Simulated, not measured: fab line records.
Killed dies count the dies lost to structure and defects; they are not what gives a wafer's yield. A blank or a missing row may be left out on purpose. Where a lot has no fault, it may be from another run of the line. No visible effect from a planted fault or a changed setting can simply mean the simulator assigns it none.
A single fault, viewed from 2 desks + flow berkeley cmos170 + each desk has only its own numbers; what lay behind them comes last

## TOOL OWNER'S DESK, rie diel-02
The tool's own readings at UCB170_GATE_ETCH_14 (etches BARC in N2/H2): means of the sampled wafers that have a number, for each lot that ran on this tool. If a lot's mean is further than 4 standard deviations from the usual mean, the lot is out of limits and carries the mark OUT (the distance appears in the brackets).
Columns: A = drypump motor current A at UCB170_GATE_ETCH_14, usual 5.7 A; B = n2 flow sccm at UCB170_GATE_ETCH_14, usual 100.03 sccm; C = oes product au at UCB170_GATE_ETCH_14, usual 1.006 a.u.; D = throttle valve pct at UCB170_GATE_ETCH_14, usual 13.32 %
| lot  | first seen here | A   | B      | C               | D     |
|------|-----------------|-----|--------|-----------------|-------|
| L316 | day 6 22:11     | 5.6 | 100.15 | 0.993           | 13.15 |
| L320 | day 8 07:40     | 5.6 | 100.04 | 1.356 (+18) OUT | 13.17 |
| L323 | day 8 18:40     | 5.9 | 100.05 | 1.354 (+17) OUT | 13.26 |
| L335 | day 11 08:58    | 5.9 | 99.97  | 0.988           | 13.23 |
| L333 | day 11 09:05    | 5.7 | 100.08 | 0.989           | 13.25 |
This desk's finding: out of limits on L320, L323; first on L320, day 8 07:40 (oes product au at UCB170_GATE_ETCH_14). L316, L335, L333: within limits.

## METROLOGY DESK
What the gauges read for every lot (on any tool): the sampled wafers with a number, averaged. If a lot's mean is further than 4 standard deviations from the usual mean, the lot is out of limits and carries the mark OUT (the distance appears in the brackets).
Columns: A = FIELD_OXIDE_THK at UCB170_FIELD_THK_MEAS_02, usual 555 nm; B = cd nm at UCB170_GATE_CD_MEAS_90, usual 349.6 nm
| lot  | first seen here | A   | B                |
|------|-----------------|-----|------------------|
| L316 | day 5 00:39     | 569 | 353.6            |
| L315 | day 5 06:10     | 557 | 350.3            |
| L317 | day 5 15:43     | 579 | 348.8            |
| L320 | day 6 08:41     | 566 | 346.1            |
| L323 | day 6 18:38     | 561 | 341.3 (-4.9) OUT |
| L330 | day 8 02:53     | 548 | 350.9            |
| L331 | day 9 01:57     | 566 | 348.6            |
| L332 | day 9 09:37     | 545 | 348.5            |
| L335 | day 9 15:12     | 552 | 349.3            |
| L333 | day 9 15:13     | 545 | 350.5            |
| L336 | day 9 15:17     | 536 | 352.8            |
| L337 | day 10 03:59    | 541 | 349.1            |
| L338 | day 10 03:59    | 560 | 348.8            |
This desk's finding: out of limits on L323; first on L323, day 8 18:54 (cd nm at UCB170_GATE_CD_MEAS_90). L316, L315, L317, L320, L330, L331, L332, L335, L333, L336, L337, L338: within limits.

## TAKEN TOGETHER
The tool owner's desk could have raised an alarm at day 8 07:40, on L320, L323.
An alarm was possible from the metrology desk at day 8 18:54, on L323.
The metrology desk holds a record of L320, inside its limits.
UCB170_GATE_ETCH_14 was run on rie diel-02 by each of the lots named.

## WHAT THE SIMULATOR HAD INSERTED
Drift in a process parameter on rie diel-02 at UCB170_GATE_ETCH_14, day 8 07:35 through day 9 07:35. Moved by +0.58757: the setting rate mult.
Shown lots that were struck: L320, L323.
Fault start to first reading out of limits, in hours, per desk: tool owner, 0; metrology, 11.
